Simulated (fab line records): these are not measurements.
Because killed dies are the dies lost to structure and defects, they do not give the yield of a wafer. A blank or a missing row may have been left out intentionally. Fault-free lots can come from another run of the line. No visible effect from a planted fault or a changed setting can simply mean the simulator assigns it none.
Which tool is to blame? ; flow berkeleyCmos170 ; 15 lots with 45 wafers sampled at 6 steps, on a route of 331 steps

WHAT THE GAUGES READ, wafer by wafer
UCB170_V1_OVL_MEAS_13. Usual: V1_OVL -3 nm, standard deviation 6.
lot;measured;on;V1_OVL (nm);flag
L801;day 9 10:07;overlay-02;-5 1 -3;
L804;day 9 11:56;overlay-02;3 7 -3;
L800;day 9 15:17;overlay-02;2 7 1;
L805;day 10 00:33;overlay-02;3 -7 4;
L806;day 10 01:57;overlay-02;0 3 12;
L807;day 10 02:14;overlay-01;-2 6 -10;
L809;day 10 18:09;overlay-01;-4 -5 2;
L808;day 10 18:13;overlay-01;-3 -8 -8;
L810;day 11 10:35;overlay-02;-18 -10 -9;
L814;day 11 18:53;overlay-02;3 -7 -1;
L818;day 12 22:14;overlay-01;-5 0 6;
L817;day 12 22:28;overlay-01;-11 -9 -19;
L816;day 12 22:43;overlay-02;-5 -1 -2;
L822;day 13 13:58;overlay-01;-2 -4 3;
L820;day 13 14:05;overlay-02;8 -1 1;

UCB170_M2_RS_MEAS_02: uses a four-point probe to measure. Usual: M2_AL_RS 0.0321 ohm/sq, standard deviation 0.00031.
lot;measured;on;M2_AL_RS (ohm/sq);flag
L801;day 9 10:43;filmMetro-02;0.0319 0.0318 0.0321;
L804;day 9 12:32;filmMetro-03;0.0320 0.0321 0.0322;
L800;day 9 15:52;filmMetro-01;0.0325 0.0325 0.0326;
L805;day 10 01:19;filmMetro-01;0.0319 0.0319 0.0320;
L806;day 10 02:32;filmMetro-02;- - -;OFF
L807;day 10 02:49;filmMetro-01;- - -;OFF
L809;day 10 18:44;filmMetro-01;- - -;OFF
L808;day 10 18:53;filmMetro-03;0.0316 0.0318 0.0317;
L810;day 11 11:10;filmMetro-01;0.0325 0.0324 0.0324;
L814;day 11 19:31;filmMetro-02;0.0318 0.0314 0.0316;
L818;day 12 23:01;filmMetro-03;0.0324 0.0324 0.0322;
L817;day 12 23:14;filmMetro-01;0.0321 0.0318 0.0323;
L816;day 12 23:20;filmMetro-02;0.0317 0.0319 0.0319;
L822;day 13 15:05;filmMetro-03;0.0321 0.0317 0.0319;
L820;day 13 15:13;filmMetro-02;0.0316 0.0318 0.0319;

UCB170_M2_THK_MEAS_03: measures by xrf. Usual: M2_AL_THK 912 nm, standard deviation 9.6.
lot;measured;on;M2_AL_THK (nm);flag
L801;day 9 10:50;filmMetro-02;917 922 916;
L804;day 9 12:39;filmMetro-03;914 906 904;
L800;day 9 15:59;filmMetro-01;898 891 892;
L805;day 10 01:25;filmMetro-01;923 924 917;
L806;day 10 02:39;filmMetro-02;<0 <0 <0;OFF
L807;day 10 02:56;filmMetro-01;<0 <0 <0;OFF
L809;day 10 18:52;filmMetro-01;<0 <0 <0;OFF
L808;day 10 18:59;filmMetro-03;924 908 915;
L810;day 11 11:17;filmMetro-01;905 904 906;
L814;day 11 19:38;filmMetro-02;919 933 930;
L818;day 12 23:07;filmMetro-03;899 893 904;
L817;day 12 23:21;filmMetro-01;911 920 908;
L816;day 12 23:28;filmMetro-02;928 925 916;
L822;day 13 15:12;filmMetro-03;909 918 913;
L820;day 13 15:19;filmMetro-02;931 920 923;

UCB170_M3_THK_MEAS_03: measures by xrf. Usual: M3_AL_THK 909 nm, standard deviation 10.
lot;measured;on;M3_AL_THK (nm);flag
L801;day 9 16:07;filmMetro-04;912 903 913;
L804;day 9 19:18;filmMetro-03;908 911 905;
L800;day 9 21:51;filmMetro-04;916 915 907;
L805;day 10 06:37;filmMetro-04;910 914 912;
L808;day 11 03:09;filmMetro-04;888 898 887;
L810;day 11 17:14;filmMetro-02;934 930 929;
L814;day 12 06:01;filmMetro-03;896 897 894;
L818;day 13 07:02;filmMetro-03;923 915 916;
L817;day 13 08:07;filmMetro-03;918 922 924;
L816;day 13 08:28;filmMetro-02;917 914 907;
L822;day 13 22:50;filmMetro-02;893 899 900;
L820;day 13 23:23;filmMetro-03;917 918 904;

WHICH TOOL RAN EACH LOT (tool, then ch and the chambers of the sampled wafers, then the start)
lot;UCB170_M2_SPUTTER_01;UCB170_V2_ETCH_14
L801;pvdSputter-02, day 9 10:37;rieDiel-03 ch 2,3, day 9 15:27
L804;pvdSputter-03, day 9 12:26;rieDiel-03 ch 0,1,3, day 9 18:28
L800;pvdSputter-01, day 9 15:47;rieDiel-04 ch 1,3, day 9 21:07
L805;pvdSputter-02, day 10 01:13;rieDiel-04 ch 1,2,3, day 10 05:56
L806;pvdSputter-03, day 10 02:27;-
L807;pvdSputter-01, day 10 02:44;-
L809;pvdSputter-01, day 10 18:39;-
L808;pvdSputter-03, day 10 18:46;rieDiel-03 ch 0,1, day 11 02:16
L810;pvdSputter-03, day 11 11:05;rieDiel-04 ch 0,1, day 11 16:34
L814;pvdSputter-02, day 11 19:26;rieDiel-03 ch 1,2,3, day 12 05:21
L818;pvdSputter-01, day 12 22:53;rieDiel-01 ch 0,1,2, day 13 06:21
L817;pvdSputter-03, day 12 23:08;rieDiel-03 ch 0,1,2, day 13 07:20
L816;pvdSputter-02, day 12 23:15;rieDiel-04 ch 1,2,3, day 13 07:44
L822;pvdSputter-03, day 13 14:59;rieDiel-04 ch 0,1,2, day 13 21:58
L820;pvdSputter-01, day 13 15:06;rieDiel-01 ch 2,3, day 13 22:40
- UCB170_M2_SPUTTER_01: material Al, target thk 900 nm, time 120 s.
- UCB170_V2_ETCH_14: etches SiO2 in CHF3/CF4/Ar, stops on Al, target depth 1250 nm, time 291 s.

WHAT THE TOOLS THEMSELVES READ (means of the sampled wafers that have a number; where no wafer has one, the mark that the record gives instead)
UCB170_M2_SPUTTER_01. Usual: cathodeDcPowerW 6000.0 W, standard deviation 1.1; chamberPressurePa 0.5000 Pa, standard deviation 0.001; throttleValvePct 30.2 %, standard deviation 1.
lot;tool;cathodeDcPowerW (W);chamberPressurePa (Pa);throttleValvePct (%);flag
L801;pvdSputter-02;6000.3;0.4997;31.6;
L804;pvdSputter-03;6000.3;0.5006;29.3;
L800;pvdSputter-01;6000.5;0.5004;30.5;
L805;pvdSputter-02;5999.7;0.5004;30.6;
L806;pvdSputter-03;-;-;-;OFF
L807;pvdSputter-01;-;-;-;OFF
L809;pvdSputter-01;-;-;-;OFF
L808;pvdSputter-03;6000.8;0.4992;28.7;
L810;pvdSputter-03;5999.6;0.5006;29.1;
L814;pvdSputter-02;5999.5;0.4993;31.0;
L818;pvdSputter-01;6000.2;0.4998;30.5;
L817;pvdSputter-03;5999.7;0.5006;29.0;
L816;pvdSputter-02;5999.9;0.5000;30.5;
L822;pvdSputter-03;5999.7;0.4978;29.5;
L820;pvdSputter-01;6000.3;0.5004;30.4;

UCB170_V2_ETCH_14. Usual: drypumpMotorCurrentA 5.7 A, standard deviation 0.51; oesProductAu 0.870 a.u., standard deviation 0.014; throttleValvePct 6.95 %, standard deviation 0.096.
lot;tool;drypumpMotorCurrentA (A);oesProductAu (a.u.);throttleValvePct (%);flag
L801;rieDiel-03;5.9;0.869;6.91;
L804;rieDiel-03;5.5;0.861;6.91;
L800;rieDiel-04;6.0;0.871;6.99;
L805;rieDiel-04;6.1;0.880;7.01;
L808;rieDiel-03;5.7;0.862;6.93;
L810;rieDiel-04;5.8;0.859;7.00;
L814;rieDiel-03;5.7;0.866;6.95;
L818;rieDiel-01;5.4;0.873;6.94;
L817;rieDiel-03;6.0;0.864;6.88;
L816;rieDiel-04;6.0;0.881;7.02;
L822;rieDiel-04;5.9;0.873;6.99;
L820;rieDiel-01;5.7;0.874;6.94;

THE ANSWER, worked out from the rows above alone
Rule: a lot is off if the mean of its wafers that have a number lies more than 3 standard deviations from the usual mean. A lot without any number at a reading at which 4 lots or more have one is off too. Where the step has rows for the other lots, those lots are counted as sound. Order of review: gauges by route order, followed by the tools' own readings, for which a lot's mean as printed above is used. At the first step where some lot is off, the reading lying furthest off is the one used; lots without a number count as furthest.
Off: L806, L807, L809, at UCB170_M2_RS_MEAS_02 (M2_AL_RS). Without a number there: L806, L807, L809.
A tool fits if, at a process step before that reading, it ran every lot that is off, and no sound lot after the first of them. Not tried: the gauges at UCB170_M2_RS_MEAS_02; whatever is off there is also off at UCB170_M2_SPUTTER_01, on other tools, and gauge error can't account for it. Not one of the candidates tried fits.

WHAT THE SIMULATOR PUT IN
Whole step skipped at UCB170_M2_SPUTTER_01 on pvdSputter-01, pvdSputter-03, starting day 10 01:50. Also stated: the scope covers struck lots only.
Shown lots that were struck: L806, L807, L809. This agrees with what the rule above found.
